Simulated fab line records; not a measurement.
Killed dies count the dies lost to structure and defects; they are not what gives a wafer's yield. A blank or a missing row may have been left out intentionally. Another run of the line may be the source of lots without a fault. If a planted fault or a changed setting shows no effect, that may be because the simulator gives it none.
Which tool is to blame? + flow rit_cmos + Sampling: 14 lots, 42 wafers, 6 of 202 route steps

== WHAT THE GAUGES READ, wafer by wafer ==
RIT_ACTIVE_BOW_MEAS_00.
| lot  | measured    | on            | INCOMING_BOW (um) |
|------|-------------|---------------|-------------------|
| L388 | day 1 10:00 | film_metro-03 | -5 -5 -13         |
| L389 | day 1 15:00 | film_metro-03 | 0 3 -2            |
| L390 | day 1 20:01 | film_metro-04 | -1 2 0            |
| L391 | day 2 01:00 | film_metro-03 | -5 0 -16          |
| L392 | day 2 06:01 | film_metro-03 | -2 -7 -1          |
| L393 | day 2 11:01 | film_metro-04 | 10 -4 -3          |
| L397 | day 3 07:00 | film_metro-04 | 5 -8 -3           |
| L401 | day 4 03:01 | film_metro-02 | 5 -4 10           |
| L404 | day 4 18:01 | film_metro-02 | -4 -3 15          |
| L405 | day 4 23:01 | film_metro-03 | 1 -5 0            |
| L408 | day 5 14:00 | film_metro-03 | -2 1 8            |
| L409 | day 5 19:00 | film_metro-02 | -6 5 -5           |
| L410 | day 6 00:04 | film_metro-02 | 5 1 -5            |
| L411 | day 6 05:01 | film_metro-02 | -2 5 -9           |

RIT_ACTIVE_THK_MEAS_04.
| lot  | measured    | on            | ACTIVE_NITRIDE_THK (nm)             |
|------|-------------|---------------|-------------------------------------|
| L388 | day 1 13:59 | film_metro-04 | 150.3 149.0 149.7                   |
| L389 | day 1 21:05 | film_metro-03 | 148.7 148.1 148.7                   |
| L390 | day 2 00:44 | film_metro-04 | 150.8 150.4 150.1                   |
| L391 | day 2 05:37 | film_metro-04 | 151.6 153.4 153.1                   |
| L392 | day 2 09:32 | film_metro-02 | 149.4 150.7 151.9                   |
| L393 | day 2 15:41 | film_metro-02 | 129.7 129.8 130.2 129.6 129.6 130.2 |
| L397 | day 3 10:38 | film_metro-02 | 128.1 127.6 127.4 128.2 127.5 127.3 |
| L401 | day 4 09:32 | film_metro-02 | 150.7 149.9 150.7                   |
| L404 | day 4 22:39 | film_metro-02 | 150.8 151.5 150.7                   |
| L405 | day 5 03:14 | film_metro-04 | 149.3 148.3 148.4                   |
| L408 | day 5 21:07 | film_metro-02 | 149.8 150.2 150.2                   |
| L409 | day 6 00:13 | film_metro-03 | 150.8 149.8 149.5                   |
| L410 | day 6 04:08 | film_metro-03 | 149.8 150.3 151.0                   |
| L411 | day 6 08:44 | film_metro-03 | 147.9 149.3 149.1                   |

RIT_PRETRO_OVL_MEAS_06.
| lot  | measured    | on         | PRETRO_OVL (nm) |
|------|-------------|------------|-----------------|
| L388 | day 2 12:12 | overlay-01 | 1.2 1.8 1.9     |
| L389 | day 2 16:08 | overlay-01 | 2.1 2.6 5.0     |
| L390 | day 2 18:16 | overlay-02 | 1.3 3.9 2.0     |
| L391 | day 3 00:33 | overlay-02 | 2.0 0.2 2.2     |
| L392 | day 3 05:01 | overlay-02 | -0.2 1.1 0.7    |
| L393 | day 3 16:06 | overlay-02 | 0.3 0.8 1.6     |
| L397 | day 4 07:57 | overlay-01 | 0.6 0.8 0.5     |
| L401 | day 5 03:32 | overlay-01 | -0.9 -1.3 -0.7  |
| L404 | day 5 17:26 | overlay-01 | -0.4 -3.0 -1.3  |
| L405 | day 6 01:03 | overlay-01 | 1.8 1.0 1.5     |
| L408 | day 6 16:34 | overlay-02 | 0.9 1.1 -1.2    |
| L409 | day 6 20:56 | overlay-02 | 5.2 3.1 3.9     |
| L410 | day 6 22:55 | overlay-02 | 1.0 2.3 2.4     |
| L411 | day 7 04:08 | overlay-02 | 1.6 -1.0 0.7    |

RIT_GATE_OVL_MEAS_17.
| lot  | measured    | on         | GATE_OVL (nm)  |
|------|-------------|------------|----------------|
| L388 | day 2 18:40 | overlay-01 | -1.0 -0.4 -1.3 |
| L389 | day 2 21:26 | overlay-01 | 0.9 -1.3 -0.9  |
| L390 | day 2 23:49 | overlay-02 | 3.2 0.6 -0.2   |
| L391 | day 3 09:27 | overlay-02 | 1.2 -0.5 -1.7  |
| L392 | day 3 10:26 | overlay-01 | 0.0 0.5 -0.1   |
| L393 | day 4 01:15 | overlay-01 | 1.1 -0.8 0.5   |
| L397 | day 4 14:19 | overlay-01 | -2.2 -0.4 -1.1 |
| L401 | day 5 12:23 | overlay-02 | -2.5 -1.4 -2.3 |
| L404 | day 6 01:41 | overlay-02 | 1.9 4.3 3.2    |
| L405 | day 6 08:02 | overlay-01 | -3.5 -2.7 -3.2 |
| L408 | day 7 00:28 | overlay-01 | -4.4 -3.7 -3.6 |
| L409 | day 7 03:00 | overlay-02 | -2.4 -3.3 0.4  |
| L410 | day 7 04:50 | overlay-01 | -0.9 -2.7 -1.6 |
| L411 | day 7 13:38 | overlay-01 | -2.2 -1.2 -1.8 |

== WHICH TOOL RAN EACH LOT (tool, then ch and the chambers of the sampled wafers, then the start) ==
| lot  | RIT_ACTIVE_CVD_03          | RIT_ACTIVE_ETCH_13                |
|------|----------------------------|-----------------------------------|
| L388 | lpcvd-02 ch 0, day 1 12:34 | rie_diel-01 ch 2,3, day 1 15:17   |
| L389 | lpcvd-01 ch 1, day 1 19:40 | rie_diel-02 ch 1,3, day 1 22:16   |
| L390 | lpcvd-01 ch 1, day 1 23:19 | rie_diel-01 ch 0,2, day 2 01:55   |
| L391 | lpcvd-01 ch 1, day 2 04:11 | rie_diel-02 ch 2,3, day 2 07:07   |
| L392 | lpcvd-01 ch 0, day 2 08:07 | rie_diel-01 ch 0,1,2, day 2 10:57 |
| L393 | lpcvd-01 ch 0, day 2 14:16 | rie_diel-01 ch 1,2,3, day 2 22:32 |
| L397 | lpcvd-01 ch 0, day 3 09:13 | rie_diel-02 ch 0,1, day 3 14:55   |
| L401 | lpcvd-02 ch 1, day 4 08:06 | rie_diel-02 ch 0,3, day 4 10:49   |
| L404 | lpcvd-02 ch 1, day 4 21:14 | rie_diel-01 ch 1,3, day 4 23:57   |
| L405 | lpcvd-02 ch 1, day 5 01:48 | rie_diel-02 ch 2,3, day 5 04:38   |
| L408 | lpcvd-01 ch 0, day 5 19:42 | rie_diel-02 ch 0,3, day 5 22:18   |
| L409 | lpcvd-02 ch 0, day 5 22:48 | rie_diel-02 ch 2,3, day 6 01:36   |
| L410 | lpcvd-01 ch 0, day 6 02:41 | rie_diel-01 ch 0,1,2, day 6 05:35 |
| L411 | lpcvd-02 ch 1, day 6 07:19 | rie_diel-03 ch 1,2,3, day 6 09:54 |
- RIT_ACTIVE_CVD_03: deposits Si3N4 from SiH2Cl2/NH3, target thk 150 nm, time 1500 s.
- RIT_ACTIVE_ETCH_13: etches Si3N4 in SF6, stops on SiO2, time 210 s, target depth 210 nm.

== AS READ BY THE TOOLS THEMSELVES (means over the sampled wafers that have a number; for cases with no such wafer, the mark the record gives instead) ==
RIT_ACTIVE_ETCH_13.
| lot  | tool        | chamber_pressure_mTorr (mTorr) | drypump_motor_current_A (A) | oes_product_au (a.u.) | throttle_valve_pct (%) |
|------|-------------|--------------------------------|-----------------------------|-----------------------|------------------------|
| L388 | rie_diel-01 | 259.86                         | 5.4                         | 0.822                 | 7.54                   |
| L389 | rie_diel-02 | 260.17                         | 5.1                         | 0.812                 | 7.50                   |
| L390 | rie_diel-01 | 259.97                         | 5.3                         | 0.811                 | 7.53                   |
| L391 | rie_diel-02 | 259.89                         | 5.9                         | 0.823                 | 7.62                   |
| L392 | rie_diel-01 | 260.00                         | 5.5                         | 0.823                 | 7.54                   |
| L393 | rie_diel-01 | 260.30                         | 5.7                         | 0.769                 | 7.56                   |
| L397 | rie_diel-02 | 259.99                         | 5.0                         | 0.747                 | 7.41                   |
| L401 | rie_diel-02 | 259.89                         | 5.6                         | 0.814                 | 7.57                   |
| L404 | rie_diel-01 | 260.03                         | 6.1                         | 0.827                 | 7.61                   |
| L405 | rie_diel-02 | 259.99                         | 5.9                         | 0.812                 | 7.61                   |
| L408 | rie_diel-02 | 259.92                         | 5.4                         | 0.808                 | 7.49                   |
| L409 | rie_diel-02 | 259.95                         | 5.9                         | 0.812                 | 7.63                   |
| L410 | rie_diel-01 | 260.05                         | 5.5                         | 0.823                 | 7.53                   |
| L411 | rie_diel-03 | 260.02                         | 5.8                         | 0.812                 | 7.34                   |

== THE ANSWER, worked out from the rows above alone ==
Rule: what is usual is taken from the lots themselves. Put in order of their means at a reading, lots are off if they are a third of the lots or fewer, leave a main group of 4 or more, and stand apart from it by a gap of 3 or more times the standard deviation of the main group's means; of several such gaps the widest counts. If all means in a main group match to the digits the tables above print for the reading, that group is not used. Also off: a lot with no number at a reading for which 4 or more lots have one. The other lots that the step has rows for count as sound. First the gauges in route order, then the tools' own readings, where a lot's mean is used as printed above. The first step at which some lot is off is used, and at that step the reading that is off furthest; a lot without a number counts as furthest.
Off: L393, L397, at RIT_ACTIVE_THK_MEAS_04 (ACTIVE_NITRIDE_THK). For the main group the mean is 150.1 nm and the standard deviation 1.1.
If a tool, at a process step before that reading, ran all the lots that are off and no sound lot after the first of them, it fits. The gauges at RIT_ACTIVE_THK_MEAS_04 aren't tried: what is off there is off at RIT_ACTIVE_ETCH_13 too, on other tools, and a gauge's error can't cause that. None of those tried fits.

== WHAT HAD BEEN PUT IN BY THE SIMULATOR ==
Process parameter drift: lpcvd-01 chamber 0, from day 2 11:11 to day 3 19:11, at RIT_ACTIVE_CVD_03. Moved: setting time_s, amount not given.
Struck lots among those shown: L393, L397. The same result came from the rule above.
